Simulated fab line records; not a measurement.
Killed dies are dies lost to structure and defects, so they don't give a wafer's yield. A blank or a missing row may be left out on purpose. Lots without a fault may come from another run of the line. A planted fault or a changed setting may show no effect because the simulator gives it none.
Which tool was responsible? | flow berkeley_cmos170 | 14 lots with 42 wafers sampled at 3 steps, on a route of 331 steps

== WHAT EACH GAUGE READ, for each wafer ==
UCB170_FIELD_THK_MEAS_90.
lot  | measured     | on            | FIELD_OXIDE_LEFT_1_THK (nm)
L612 | day 6 03:17  | film_metro-02 | 429 446 437
L613 | day 6 14:20  | film_metro-01 | 430 422 427
L614 | day 6 14:18  | film_metro-03 | 421 429 429
L617 | day 7 02:05  | film_metro-02 | 436 434 433
L618 | day 7 09:28  | film_metro-03 | 422 430 425
L619 | day 7 09:28  | film_metro-01 | 437 442 447
L626 | day 9 05:44  | film_metro-03 | 440 432 427
L629 | day 9 20:01  | film_metro-02 | 437 441 435
L628 | day 9 20:02  | film_metro-01 | 437 431 443
L631 | day 10 05:14 | film_metro-02 | 452 449 454
L632 | day 10 11:52 | film_metro-03 | 440 432 438
L633 | day 10 11:52 | film_metro-01 | 442 438 433

UCB170_PVT_TW_MEAS_09.
lot  | measured     | on            | PVT_TW
L612 | day 6 21:05  | film_metro-03 | 510 510 510
L613 | day 7 11:05  | film_metro-01 | 506 505 506
L614 | day 7 11:13  | film_metro-01 | 510 508 509
L617 | day 7 23:55  | film_metro-02 | 503 499 500
L618 | day 8 07:02  | film_metro-02 | 499 498 498
L619 | day 8 06:36  | film_metro-03 | 505 507 506
L626 | day 10 12:20 | film_metro-01 | 507 507 509
L629 | day 10 16:52 | film_metro-02 | 503 500 498
L628 | day 10 16:29 | film_metro-03 | 509 508 507
L631 | day 11 00:05 | film_metro-02 | 499 501 496
L632 | day 11 08:50 | film_metro-01 | 509 507 506
L633 | day 11 08:27 | film_metro-02 | 499 497 502

== EACH LOT AND THE TOOL THAT RAN IT (in order: tool; ch and the chambers of the sampled wafers; start) ==
lot  | UCB170_PWELL_WET_ETCH_19
L612 | wet_bench-01 ch 2, day 3 20:48
L613 | wet_bench-03 ch 0, day 4 07:23
L614 | wet_bench-02 ch 2, day 4 11:05
L617 | wet_bench-03 ch 2, day 4 19:49
L618 | wet_bench-01 ch 0, day 5 04:32
L619 | wet_bench-02 ch 3, day 5 04:37
L620 | wet_bench-03 ch 3, day 5 21:05
L621 | wet_bench-03 ch 3, day 5 21:05
L626 | wet_bench-02 ch 2, day 6 21:29
L629 | wet_bench-01 ch 1, day 7 09:58
L628 | wet_bench-02 ch 3, day 7 10:22
L631 | wet_bench-02 ch 1, day 7 17:08
L632 | wet_bench-02 ch 2, day 8 03:16
L633 | wet_bench-02 ch 0, day 8 03:16
- UCB170_PWELL_WET_ETCH_19: etches Si3N4 in H3PO4, time 14400 s.

== WHAT THE TOOLS THEMSELVES READ (means of the sampled wafers that have a number; where no wafer has one, the mark that the record gives instead) ==
UCB170_PWELL_WET_ETCH_19.
lot  | tool         | bath_guard_temp_C (C) | bath_heat_duty_pct (%)
L612 | wet_bench-01 | 160.4                 | 25.3
L613 | wet_bench-03 | 159.2                 | 30.7
L614 | wet_bench-02 | 160.3                 | 30.8
L617 | wet_bench-03 | 159.1                 | 28.8
L618 | wet_bench-01 | 159.6                 | 28.1
L619 | wet_bench-02 | 159.2                 | 28.1
L620 | wet_bench-03 | -                     | -
L621 | wet_bench-03 | -                     | -
L626 | wet_bench-02 | 160.3                 | 28.7
L629 | wet_bench-01 | 159.9                 | 27.6
L628 | wet_bench-02 | 158.9                 | 28.9
L631 | wet_bench-02 | 159.7                 | 24.9
L632 | wet_bench-02 | 160.4                 | 29.8
L633 | wet_bench-02 | 159.8                 | 26.2

== THE ANSWER, worked out from the rows above alone ==
Rule: what is usual is taken from the lots themselves. The widest of any qualifying gaps counts: lots, ordered by their means at a reading, are off when they make up no more than a third of the lots, leave a main group of 4 or more, and stand apart from it by 3 or more times the standard deviation of that group's means. If all means in a main group match to the digits the tables above print for the reading, that group is not used. Also off: a lot with no number at a reading for which 4 or more lots have one. All remaining lots with rows at the step are treated as sound. The gauges are gone through in route order, then the tools' own readings, and for those a lot's mean is taken as printed above. At the first step where some lot is off, the reading lying furthest off is the one used; lots without a number count as furthest.
Off: L620, L621, at UCB170_PWELL_WET_ETCH_19 (bath_guard_temp_C). Without a number there: L620, L621. Mean 159.7 C and standard deviation 0.52 in the main group.
If a tool, at that step or one of the process steps before it, ran each lot that is off and ran no sound lot following the first of them, it fits. One fits: wet_bench-03 at UCB170_PWELL_WET_ETCH_19. Its last sound lot is L617 (day 4 19:49), its first lot that is off L620 (day 5 21:05): a fault that began between those two fits.
Blank at UCB170_PWELL_WET_ETCH_19 on the lots that are off, where sound lots have numbers: bath_guard_temp_C, bath_heat_duty_pct.

== WHAT THE SIMULATOR HAD PUT IN ==
Beginning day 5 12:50, the whole step at UCB170_PWELL_WET_ETCH_19 was skipped on wet_bench-03. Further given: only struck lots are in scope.
Lots struck among those shown: L620, L621. This agrees with what the rule above found.
